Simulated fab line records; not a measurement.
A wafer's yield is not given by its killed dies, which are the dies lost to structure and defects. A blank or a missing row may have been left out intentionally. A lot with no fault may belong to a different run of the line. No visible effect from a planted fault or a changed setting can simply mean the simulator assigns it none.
A struck lot beside a sound one || flow berkeley cmos170 || 23 steps out of a route of 331
Sound: wafers L857.2, L857.3, L857.4. Wafers L864.1, L864.3, L864.5 were the ones struck. The cause comes at the end.
For every step that has rows: the tool of each side, followed by ch and its chambers, followed by its first start. Under that, the readings that differ: sound wafers || struck wafers || difference of the means || sigmas: that difference in standard deviations of wafers without a fault.
alike: a reading whose means differ by less than 2 such deviations, as well as words and numbers matching on both sides. not compared: withheld readings; readings where some wafer has no value; bounds like >300 that might hide an equal value; numbers whose values overlap and for which the record gives no deviation.
The two part at a step that has a row with sigmas, a row that says differs or no value, or rows on one side only. When numbers do not overlap yet have no deviation, they are printed without sigmas and do not part them. A reading that every wafer of one side lacks parts them only if that side has two wafers or more.

first, 3 steps without rows for these wafers: UCB170_PSD_COAT_01 (resist thk 900 nm); UCB170_PSD_SOFTBAKE_02 (time 60 s); UCB170_PSD_EXPOSE_03 (exposes mask PSELECT MOD, target cd 1200 nm).
UCB170_PSD_PEB_04:
  sound on litho track-04 ch 0, day 10 04:49; struck on litho track-02 ch 0, day 11 10:43
  alike: plate sensor t centre C, plate sensor t edge C
then, 1 step without rows for these wafers: UCB170_PSD_DEVELOP_05 (develop time 45 s).
UCB170_PSD_CD_MEAS_06 targets a cd of 1200 nm.
  sound on cd sem-02, day 10 05:05; struck on cd sem-01, day 11 10:59
  alike: cd nm
UCB170_PSD_OVL_MEAS_07:
  sound on overlay-02, day 10 05:12; struck on overlay-01, day 11 11:07
  alike: PSD_OVL
then, 1 step without rows for these wafers: UCB170_PSD_IMPLANT_08.
UCB170_PSD_STRIP_09: strips in O2.
  sound on plasma asher-01 ch 0,1, day 10 05:23; struck on plasma asher-01 ch 0,1, day 11 11:18
  alike: chamber pressure mTorr, drypump motor current A, o2 flow sccm, oes product au, strip time to endpoint s
  not compared: rf hours counter h
UCB170_PSD_TW_MEAS_10:
  sound on film metro-02, day 10 05:29; struck on film metro-04, day 11 11:24
  alike: PSD_TW
then, 2 steps without rows for these wafers: UCB170_PSD_CLEAN_11 (cleans in SPM, time 600 s); UCB170_NSD_HMDS_00 (prime time 60 s).
UCB170_NSD_COAT_01: resist thk 900 nm.
  sound on litho track-02 ch 0, day 10 06:16; struck on litho track-03 ch 0, day 11 12:02
{"reading": "spin speed rpm (rpm)", "sound": "1500.3 1500.0 1499.3", "struck": "1356.5 1358.9 1358.5", "difference": -141.9, "sigmas": "-99 or more"}
{"reading": "model.KrF_of_NSD_COAT_01.thk nm (nm)", "sound": "903.1 902.2 903.4", "struck": "952.4 949.8 949.4", "difference": "+47.6", "sigmas": ""}
then, 3 steps without rows for these wafers: UCB170_NSD_SOFTBAKE_02 (time 60 s); UCB170_NSD_EXPOSE_03 (exposes mask NSELECT MOD, target cd 1200 nm); UCB170_NSD_PEB_04.
UCB170_NSD_DEVELOP_05: develop time 45 s.
  sound on litho track-03 ch 0; struck on litho track-02 ch 0
{"reading": "model.KrF_of_NSD_COAT_01.thk nm (nm)", "sound": "888.9 888 889.2", "struck": "938.2 935.6 935.2", "difference": "+47.6", "sigmas": ""}
UCB170_NSD_CD_MEAS_06 targets a cd of 1200 nm.
  sound on cd sem-01, day 10 07:17; struck on cd sem-01, day 11 12:55
  alike: cd nm
UCB170_NSD_OVL_MEAS_07:
  sound on overlay-01, day 10 07:23; struck on overlay-01, day 11 13:02
  alike: NSD_OVL
then, 1 step without rows for these wafers: UCB170_NSD_IMPLANT_08.
UCB170_NSD_STRIP_09: strips in O2.
  sound on plasma asher-04 ch 0,1, day 10 07:34; struck on plasma asher-01 ch 0,1, day 11 13:14
{"reading": "strip time to endpoint s (s)", "sound": "36.01 35.99 36.01", "struck": "37.15 37.14 37.13", "difference": "+1.14", "sigmas": "+13"}
  alike: chamber pressure mTorr, drypump motor current A, o2 flow sccm, oes product au
  not compared: rf hours counter h
UCB170_NSD_TW_MEAS_10:
  sound on film metro-02, day 10 07:40; struck on film metro-02, day 11 13:20
  alike: NSD_TW
UCB170_M3_PROBE_99:
  the record holds rows for the sound wafers here (prober-02, day 11 08:17) but none for the struck ones

== WHERE THEY PART ==
First at UCB170_NSD_COAT_01; last, within this record, at UCB170_M3_PROBE_99.

WHY: what had been put in by the simulator
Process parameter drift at UCB170_NSD_COAT_01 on litho track-03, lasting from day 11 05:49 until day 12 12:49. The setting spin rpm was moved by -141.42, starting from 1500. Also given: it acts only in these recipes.
